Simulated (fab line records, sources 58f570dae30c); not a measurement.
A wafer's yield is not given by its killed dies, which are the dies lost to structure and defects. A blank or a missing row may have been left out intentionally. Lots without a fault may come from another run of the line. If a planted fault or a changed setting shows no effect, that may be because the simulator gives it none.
The tool behind it: which one?	flow berkeleyCmos170	42 wafers from 14 lots sampled at 6 of the route's 331 steps

== WHAT THE GAUGES SHOWED, per wafer ==
UCB170_NLDD_TW_MEAS_11.
lot	measured	on	NLDD_TW
L841	day 6 17:05	filmMetro-03	2212 2219 2211
L843	day 6 18:43	filmMetro-02	2239 2239 2229
L844	day 6 21:25	filmMetro-02	2227 2228 2224
L845	day 7 07:09	filmMetro-03	2199 2195 2203
L847	day 7 11:03	filmMetro-04	2244 2245 2235
L848	day 7 10:30	filmMetro-03	2211 2201 2198
L850	day 8 07:01	filmMetro-04	2229 2229 2247
L849	day 8 07:17	filmMetro-03	2224 2228 2215
L851	day 8 11:50	filmMetro-04	2237 2225 2244
L854	day 9 00:25	filmMetro-02	2241 2256 2244
L855	day 9 09:13	filmMetro-03	2205 2198 2207
L858	day 10 02:47	filmMetro-02	2131 2126 2136
L861	day 10 04:58	filmMetro-04	2137 2139 2146
L862	day 10 09:10	filmMetro-03	2228 2222 2215

UCB170_SPACER_THK_MEAS_01.
lot	measured	on	SPACER_TEOS_THK (nm)
L841	day 6 17:22	filmMetro-01	381 383 391
L843	day 6 19:00	filmMetro-04	377 389 377
L844	day 6 21:42	filmMetro-03	368 371 375
L845	day 7 07:51	filmMetro-01	370 386 376
L847	day 7 11:20	filmMetro-01	366 373 375
L848	day 7 10:47	filmMetro-03	377 373 378
L850	day 8 07:18	filmMetro-04	383 373 386
L849	day 8 07:35	filmMetro-04	379 377 379
L851	day 8 12:08	filmMetro-04	376 382 374
L854	day 9 00:49	filmMetro-01	374 371 373
L855	day 9 09:36	filmMetro-04	371 376 383
L858	day 10 03:05	filmMetro-03	368 380 375
L861	day 10 05:14	filmMetro-01	366 373 384
L862	day 10 09:26	filmMetro-03	375 379 375

UCB170_PSD_TW_MEAS_10.
lot	measured	on	PSD_TW
L841	day 6 22:49	filmMetro-04	2347 2351 2355
L843	day 6 22:55	filmMetro-02	2345 2349 2348
L844	day 7 03:16	filmMetro-02	2331 2338 2326
L845	day 7 11:19	filmMetro-04	2356 2360 2347
L847	day 7 19:30	filmMetro-03	2312 2312 2318
L848	day 7 19:47	filmMetro-03	2313 2307 2330
L850	day 8 13:57	filmMetro-03	2328 2334 2329
L849	day 8 14:04	filmMetro-04	2349 2350 2343
L851	day 8 18:46	filmMetro-04	2335 2342 2338
L854	day 9 06:18	filmMetro-04	2357 2357 2357
L855	day 9 15:08	filmMetro-02	2367 2363 2361
L858	day 10 07:37	filmMetro-04	2359 2357 2355
L861	day 10 11:16	filmMetro-03	2342 2336 2335
L862	day 10 15:47	filmMetro-04	2358 2346 2341

UCB170_SDANNEAL_RS_MEAS_05: measurement is done with a four-point probe.
lot	measured	on	NLDD_RS (ohm/sq)
L841	day 7 02:00	filmMetro-04	616.6 616.4 617.0
L843	day 7 02:09	filmMetro-02	616.6 615.6 617.2
L844	day 7 06:37	filmMetro-03	615.5 614.0 614.5
L845	day 7 14:50	filmMetro-04	616.5 615.0 617.0
L847	day 7 23:41	filmMetro-02	613.7 613.8 615.8
L848	day 8 00:11	filmMetro-04	617.5 617.2 616.5
L850	day 8 17:56	filmMetro-02	615.7 616.3 615.3
L849	day 8 18:46	filmMetro-03	616.7 613.7 615.9
L851	day 8 23:32	filmMetro-02	615.3 615.1 614.0
L854	day 9 11:40	filmMetro-02	616.7 616.8 616.1
L855	day 9 18:50	filmMetro-04	615.5 615.6 614.3
L858	day 10 10:41	filmMetro-03	693.8 694.0 693.0
L861	day 10 16:59	filmMetro-04	697.4 696.9 697.9
L862	day 10 19:22	filmMetro-03	613.4 615.1 615.3

== TOOL THAT RAN EACH LOT (tool first, then ch and the chambers of the sampled wafers, then the start) ==
lot	UCB170_NVT_STRIP_08	UCB170_NLDD_IMPLANT_08
L841	plasmaAsher-03 ch 0,1, day 5 18:00	implanter-04 ch 0, day 6 16:43
L843	plasmaAsher-04 ch 0,1, day 6 01:22	implanter-04 ch 0, day 6 18:19
L844	plasmaAsher-03 ch 0, day 6 03:43	implanter-04 ch 0, day 6 21:01
L845	plasmaAsher-02 ch 0,1, day 6 10:32	implanter-03 ch 0, day 7 06:45
L847	plasmaAsher-03 ch 0,1, day 6 17:30	implanter-02 ch 0, day 7 10:40
L848	plasmaAsher-02 ch 0,1, day 6 17:42	implanter-04 ch 0, day 7 10:07
L850	plasmaAsher-02 ch 0,1, day 7 13:11	implanter-03 ch 0, day 8 06:37
L849	plasmaAsher-04 ch 0, day 7 13:14	implanter-04 ch 0, day 8 06:53
L851	plasmaAsher-04 ch 0,1, day 7 18:53	implanter-02 ch 0, day 8 11:26
L854	plasmaAsher-02 ch 0,1, day 8 04:29	implanter-03 ch 0, day 9 00:04
L855	plasmaAsher-02 ch 0,1, day 8 16:05	implanter-04 ch 0, day 9 08:49
L858	plasmaAsher-04 ch 0,1, day 9 06:03	implanter-04 ch 0, day 10 02:23
L861	plasmaAsher-04 ch 0,1, day 9 07:44	implanter-04 ch 0, day 10 04:34
L862	plasmaAsher-03 ch 0,1, day 9 16:07	implanter-03 ch 0, day 10 08:47
- UCB170_NVT_STRIP_08: strips in O2.
- UCB170_NLDD_IMPLANT_08

== AS READ BY THE TOOLS THEMSELVES (means over the sampled wafers that have a number; for cases with no such wafer, the mark the record gives instead) ==
UCB170_NVT_STRIP_08.
lot	tool	drypumpMotorCurrentA (A)	oesProductAu (a.u.)	stripTimeToEndpointS (s)
L841	plasmaAsher-03	5.83	0.733	21.58
L843	plasmaAsher-04	5.95	0.734	21.61
L844	plasmaAsher-03	5.93	0.734	21.64
L845	plasmaAsher-02	5.53	0.734	21.65
L847	plasmaAsher-03	5.74	0.737	21.74
L848	plasmaAsher-02	5.66	0.738	21.62
L850	plasmaAsher-02	5.66	0.735	21.64
L849	plasmaAsher-04	5.87	0.733	21.66
L851	plasmaAsher-04	5.96	0.740	21.68
L854	plasmaAsher-02	5.68	0.735	21.66
L855	plasmaAsher-02	5.55	0.733	21.59
L858	plasmaAsher-04	5.96	0.736	21.62
L861	plasmaAsher-04	6.05	0.735	21.68
L862	plasmaAsher-03	5.73	0.734	21.55

UCB170_NLDD_IMPLANT_08.
lot	tool	doseIonsCm2	faradayCurrentUA
L841	implanter-04	5e+13	159
L843	implanter-04	5e+13	161
L844	implanter-04	5e+13	160
L845	implanter-03	5e+13	160
L847	implanter-02	5e+13	160
L848	implanter-04	5e+13	161
L850	implanter-03	5e+13	156
L849	implanter-04	5e+13	160
L851	implanter-02	5e+13	159
L854	implanter-03	5e+13	160
L855	implanter-04	5e+13	159
L858	implanter-04	3e+13	107
L861	implanter-04	3e+13	107
L862	implanter-03	5e+13	157

== THE ANSWER, worked out from the rows above alone ==
Rule: usual is defined by the lots themselves. Put in order of their means at a reading, lots are off if they are a third of the lots or fewer, leave a main group of 4 or more, and stand apart from it by a gap of 3 or more times the standard deviation of the main group's means; of several such gaps the widest counts. A main group is skipped when, at the precision printed for the reading in the tables above, its means are all equal. Also off: a lot with no number at a reading for which 4 or more lots have one. Any other lot the step has rows for is counted as sound. The gauges are gone through in route order, then the tools' own readings, and for those a lot's mean is taken as printed above. The first step at which some lot is off is used, and at that step the reading that is off furthest; a lot without a number counts as furthest.
Off: L858, L861, at UCB170_NLDD_TW_MEAS_11 (NLDD_TW). The main group has a mean of 2224 with a standard deviation of 15.
If a tool, at a process step before that reading, ran all the lots that are off and no sound lot after the first of them, it fits. Not tried: the gauges at UCB170_NLDD_TW_MEAS_11; whatever is off there is also off at UCB170_NLDD_IMPLANT_08, on other tools, and gauge error can't account for it. 2 tools fit, plasmaAsher-04 at UCB170_NVT_STRIP_08 and implanter-04 at UCB170_NLDD_IMPLANT_08, so this cannot tell which one it is.

== WHAT THE SIMULATOR HAD PUT IN ==
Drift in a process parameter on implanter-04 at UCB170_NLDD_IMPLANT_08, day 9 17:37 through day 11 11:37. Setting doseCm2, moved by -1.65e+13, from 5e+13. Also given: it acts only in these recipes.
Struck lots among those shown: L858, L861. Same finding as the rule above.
